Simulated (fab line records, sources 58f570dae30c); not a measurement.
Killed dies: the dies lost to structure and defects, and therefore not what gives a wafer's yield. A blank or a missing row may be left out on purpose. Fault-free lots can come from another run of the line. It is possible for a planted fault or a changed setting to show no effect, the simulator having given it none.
Which of the tools did it? / flow berkeley_cmos170 / Sampling: 14 lots, 42 wafers, 5 of 331 route steps

## WHAT THE GAUGES READ, wafer by wafer
UCB170_CONTACT_OVL_MEAS_16.
lot=L807; measured=day 6 22:25; on=overlay-02; CONTACT_OVL (nm)=1 3 3
lot=L809; measured=day 7 22:32; on=overlay-01; CONTACT_OVL (nm)=8 10 3
lot=L810; measured=day 7 22:52; on=overlay-01; CONTACT_OVL (nm)=-2 -1 5
lot=L811; measured=day 8 13:20; on=overlay-01; CONTACT_OVL (nm)=-9 -3 -5
lot=L816; measured=day 8 16:55; on=overlay-01; CONTACT_OVL (nm)=2 2 -5
lot=L815; measured=day 8 17:18; on=overlay-02; CONTACT_OVL (nm)=4 7 -1
lot=L817; measured=day 9 00:58; on=overlay-02; CONTACT_OVL (nm)=-4 -8 -6
lot=L818; measured=day 10 01:08; on=overlay-02; CONTACT_OVL (nm)=-2 -3 -2
lot=L819; measured=day 10 06:20; on=overlay-02; CONTACT_OVL (nm)=8 7 -2
lot=L822; measured=day 10 07:20; on=overlay-02; CONTACT_OVL (nm)=-7 -8 -6
lot=L821; measured=day 10 18:29; on=overlay-01; CONTACT_OVL (nm)=-6 5 -1
lot=L825; measured=day 11 00:45; on=overlay-02; CONTACT_OVL (nm)=-1 0 2
lot=L826; measured=day 11 06:54; on=overlay-02; CONTACT_OVL (nm)=4 1 8
lot=L829; measured=day 12 01:17; on=overlay-02; CONTACT_OVL (nm)=-2 -2 2

UCB170_M1_OVL_MEAS_10.
lot=L807; measured=day 7 00:14; on=overlay-02; M1_OVL (nm)=-9 -13 -13
lot=L809; measured=day 8 01:11; on=overlay-02; M1_OVL (nm)=-2 -5 -9
lot=L810; measured=day 8 03:57; on=overlay-01; M1_OVL (nm)=6 -6 6
lot=L811; measured=day 8 15:55; on=overlay-01; M1_OVL (nm)=-2 -4 -3
lot=L816; measured=day 8 19:03; on=overlay-02; M1_OVL (nm)=0 -4 0
lot=L815; measured=day 8 19:14; on=overlay-02; M1_OVL (nm)=-9 -6 -3
lot=L817; measured=day 9 05:01; on=overlay-01; M1_OVL (nm)=-7 -6 -2
lot=L818; measured=day 10 05:20; on=overlay-02; M1_OVL (nm)=-3 2 -2
lot=L819; measured=day 10 11:02; on=overlay-02; M1_OVL (nm)=6 11 9
lot=L822; measured=day 10 11:07; on=overlay-01; M1_OVL (nm)=-6 -2 -10
lot=L821; measured=day 10 20:46; on=overlay-02; M1_OVL (nm)=0 3 4
lot=L825; measured=day 11 03:02; on=overlay-01; M1_OVL (nm)=-6 -5 1
lot=L826; measured=day 11 09:18; on=overlay-01; M1_OVL (nm)=-2 2 0
lot=L829; measured=day 12 03:23; on=overlay-01; M1_OVL (nm)=-4 -2 5

UCB170_V1_THK_MEAS_01.
lot=L807; measured=day 7 03:11; on=film_metro-03; V1_TEOS_THK (nm)=1968 1950 2023
lot=L809; measured=day 8 04:12; on=film_metro-04; V1_TEOS_THK (nm)=1951 1991 1986
lot=L810; measured=day 8 10:07; on=film_metro-01; V1_TEOS_THK (nm)=1980 1986 2006
lot=L811; measured=day 8 18:20; on=film_metro-04; V1_TEOS_THK (nm)=1978 2026 1977
lot=L816; measured=day 9 01:32; on=film_metro-01; V1_TEOS_THK (nm)=1996 2013 2055
lot=L815; measured=day 9 01:33; on=film_metro-03; V1_TEOS_THK (nm)=1957 2014 1969
lot=L817; measured=day 9 11:22; on=film_metro-01; V1_TEOS_THK (nm)=1978 2002 2011
lot=L818; measured=day 10 08:09; on=film_metro-01; V1_TEOS_THK (nm)=1956 1982 2009
lot=L819; measured=day 10 14:19; on=film_metro-04; V1_TEOS_THK (nm)=2008 1992 2039
lot=L822; measured=day 10 14:19; on=film_metro-03; V1_TEOS_THK (nm)=1978 2007 2020
lot=L821; measured=day 11 02:08; on=film_metro-01; V1_TEOS_THK (nm)=1953 1977 1974
lot=L825; measured=day 11 05:57; on=film_metro-01; V1_TEOS_THK (nm)=2205 2221 2259
lot=L826; measured=day 11 13:12; on=film_metro-04; V1_TEOS_THK (nm)=2200 2240 2253
lot=L829; measured=day 12 06:56; on=film_metro-01; V1_TEOS_THK (nm)=1993 2016 1996

## WHICH TOOL RAN EACH LOT (tool, then ch and the chambers of the sampled wafers, then the start)
lot=L807; UCB170_CONTACT_RTA_08=rtp_anneal-02 ch 0, day 6 21:07; UCB170_V1_CVD_00=pecvd-01 ch 0,1,2, day 7 03:01
lot=L809; UCB170_CONTACT_RTA_08=rtp_anneal-02 ch 0, day 7 21:22; UCB170_V1_CVD_00=pecvd-04 ch 0,1, day 8 04:02
lot=L810; UCB170_CONTACT_RTA_08=rtp_anneal-02 ch 0, day 7 21:25; UCB170_V1_CVD_00=pecvd-04 ch 0,1,2, day 8 09:57
lot=L811; UCB170_CONTACT_RTA_08=rtp_anneal-02 ch 0, day 8 11:32; UCB170_V1_CVD_00=pecvd-02 ch 0,1,2, day 8 18:13
lot=L816; UCB170_CONTACT_RTA_08=rtp_anneal-01 ch 0, day 8 15:47; UCB170_V1_CVD_00=pecvd-04 ch 0,1, day 9 01:23
lot=L815; UCB170_CONTACT_RTA_08=rtp_anneal-02 ch 0, day 8 16:14; UCB170_V1_CVD_00=pecvd-01 ch 0,2, day 9 01:23
lot=L817; UCB170_CONTACT_RTA_08=rtp_anneal-01 ch 0, day 8 23:49; UCB170_V1_CVD_00=pecvd-04 ch 0,1,2, day 9 11:13
lot=L818; UCB170_CONTACT_RTA_08=rtp_anneal-01 ch 0, day 10 00:07; UCB170_V1_CVD_00=pecvd-04 ch 0,1, day 10 08:00
lot=L819; UCB170_CONTACT_RTA_08=rtp_anneal-01 ch 0, day 10 05:13; UCB170_V1_CVD_00=pecvd-01 ch 0,1, day 10 14:09
lot=L822; UCB170_CONTACT_RTA_08=rtp_anneal-02 ch 0, day 10 05:28; UCB170_V1_CVD_00=pecvd-04 ch 0,1, day 10 14:09
lot=L821; UCB170_CONTACT_RTA_08=rtp_anneal-01 ch 0, day 10 17:20; UCB170_V1_CVD_00=pecvd-02 ch 1,2, day 11 01:59
lot=L825; UCB170_CONTACT_RTA_08=rtp_anneal-01 ch 0, day 10 23:44; UCB170_V1_CVD_00=pecvd-01 ch 0,1, day 11 05:47
lot=L826; UCB170_CONTACT_RTA_08=rtp_anneal-01 ch 0, day 11 05:08; UCB170_V1_CVD_00=pecvd-01 ch 0,2, day 11 13:02
lot=L829; UCB170_CONTACT_RTA_08=rtp_anneal-02 ch 0, day 11 23:28; UCB170_V1_CVD_00=pecvd-04 ch 0,1,2, day 12 06:46
- UCB170_CONTACT_RTA_08: time 10 s.
- UCB170_V1_CVD_00: deposits SiO2 from TEOS/O2, target thk 2000 nm, time 250 s.

## WHAT THE TOOLS THEMSELVES READ (means of the sampled wafers that have a number; where no wafer has one, the mark that the record gives instead)
UCB170_CONTACT_RTA_08.
lot=L807; tool=rtp_anneal-02; lamp_power_pct (%)=22.6; wafer_temp_C_max=903.9
lot=L809; tool=rtp_anneal-02; lamp_power_pct (%)=22.6; wafer_temp_C_max=903.8
lot=L810; tool=rtp_anneal-02; lamp_power_pct (%)=22.6; wafer_temp_C_max=903.4
lot=L811; tool=rtp_anneal-02; lamp_power_pct (%)=22.6; wafer_temp_C_max=903.7
lot=L816; tool=rtp_anneal-01; lamp_power_pct (%)=27.7; wafer_temp_C_max=903.4
lot=L815; tool=rtp_anneal-02; lamp_power_pct (%)=22.6; wafer_temp_C_max=903.3
lot=L817; tool=rtp_anneal-01; lamp_power_pct (%)=27.7; wafer_temp_C_max=902.4
lot=L818; tool=rtp_anneal-01; lamp_power_pct (%)=27.7; wafer_temp_C_max=901.8
lot=L819; tool=rtp_anneal-01; lamp_power_pct (%)=27.7; wafer_temp_C_max=902.4
lot=L822; tool=rtp_anneal-02; lamp_power_pct (%)=22.6; wafer_temp_C_max=903.4
lot=L821; tool=rtp_anneal-01; lamp_power_pct (%)=27.7; wafer_temp_C_max=903.0
lot=L825; tool=rtp_anneal-01; lamp_power_pct (%)=27.7; wafer_temp_C_max=903.2
lot=L826; tool=rtp_anneal-01; lamp_power_pct (%)=27.7; wafer_temp_C_max=903.3
lot=L829; tool=rtp_anneal-02; lamp_power_pct (%)=22.6; wafer_temp_C_max=903.4

UCB170_V1_CVD_00.
lot=L807; tool=pecvd-01; heater_power_w (W)=299; pressure_mtorr (mTorr)=9016; rf_fwd_power_W (W)=549.4
lot=L809; tool=pecvd-04; heater_power_w (W)=193; pressure_mtorr (mTorr)=8994; rf_fwd_power_W (W)=550.2
lot=L810; tool=pecvd-04; heater_power_w (W)=216; pressure_mtorr (mTorr)=9021; rf_fwd_power_W (W)=547.8
lot=L811; tool=pecvd-02; heater_power_w (W)=277; pressure_mtorr (mTorr)=9003; rf_fwd_power_W (W)=549.4
lot=L816; tool=pecvd-04; heater_power_w (W)=248; pressure_mtorr (mTorr)=8984; rf_fwd_power_W (W)=547.9
lot=L815; tool=pecvd-01; heater_power_w (W)=261; pressure_mtorr (mTorr)=8978; rf_fwd_power_W (W)=547.9
lot=L817; tool=pecvd-04; heater_power_w (W)=251; pressure_mtorr (mTorr)=8991; rf_fwd_power_W (W)=547.8
lot=L818; tool=pecvd-04; heater_power_w (W)=226; pressure_mtorr (mTorr)=9005; rf_fwd_power_W (W)=547.8
lot=L819; tool=pecvd-01; heater_power_w (W)=273; pressure_mtorr (mTorr)=9026; rf_fwd_power_W (W)=549.1
lot=L822; tool=pecvd-04; heater_power_w (W)=180; pressure_mtorr (mTorr)=9004; rf_fwd_power_W (W)=547.9
lot=L821; tool=pecvd-02; heater_power_w (W)=262; pressure_mtorr (mTorr)=8990; rf_fwd_power_W (W)=548.3
lot=L825; tool=pecvd-01; heater_power_w (W)=212; pressure_mtorr (mTorr)=9013; rf_fwd_power_W (W)=767.6
lot=L826; tool=pecvd-01; heater_power_w (W)=170; pressure_mtorr (mTorr)=9006; rf_fwd_power_W (W)=770.3
lot=L829; tool=pecvd-04; heater_power_w (W)=211; pressure_mtorr (mTorr)=9004; rf_fwd_power_W (W)=548.9

## THE ANSWER, worked out from the rows above alone
Rule: the lots themselves supply what counts as usual. Put in order of their means at a reading, lots are off if they are a third of the lots or fewer, leave a main group of 4 or more, and stand apart from it by a gap of 3 or more times the standard deviation of the main group's means; of several such gaps the widest counts. Not used: any main group whose means are identical at the precision the tables above print for the reading. A lot without any number at a reading at which 4 lots or more have one is off too. Where the step has rows for the other lots, those lots are counted as sound. Order of review: gauges by route order, followed by the tools' own readings, for which a lot's mean as printed above is used. The first step at which some lot is off is used, and at that step the reading that is off furthest; a lot without a number counts as furthest.
Off: at UCB170_V1_THK_MEAS_01 (V1_TEOS_THK), L825, L826. Main group: mean 1992 nm, sd 15.
If a tool, at a process step before that reading, ran all the lots that are off and no sound lot after the first of them, it fits. Not tried: the gauges at UCB170_V1_THK_MEAS_01; whatever is off there is also off at UCB170_V1_CVD_00, on other tools, and gauge error can't account for it. This does not decide it: 2 tools fit, namely rtp_anneal-01 at UCB170_CONTACT_RTA_08 and pecvd-01 at UCB170_V1_CVD_00.

## WHAT THE SIMULATOR HAD INSERTED
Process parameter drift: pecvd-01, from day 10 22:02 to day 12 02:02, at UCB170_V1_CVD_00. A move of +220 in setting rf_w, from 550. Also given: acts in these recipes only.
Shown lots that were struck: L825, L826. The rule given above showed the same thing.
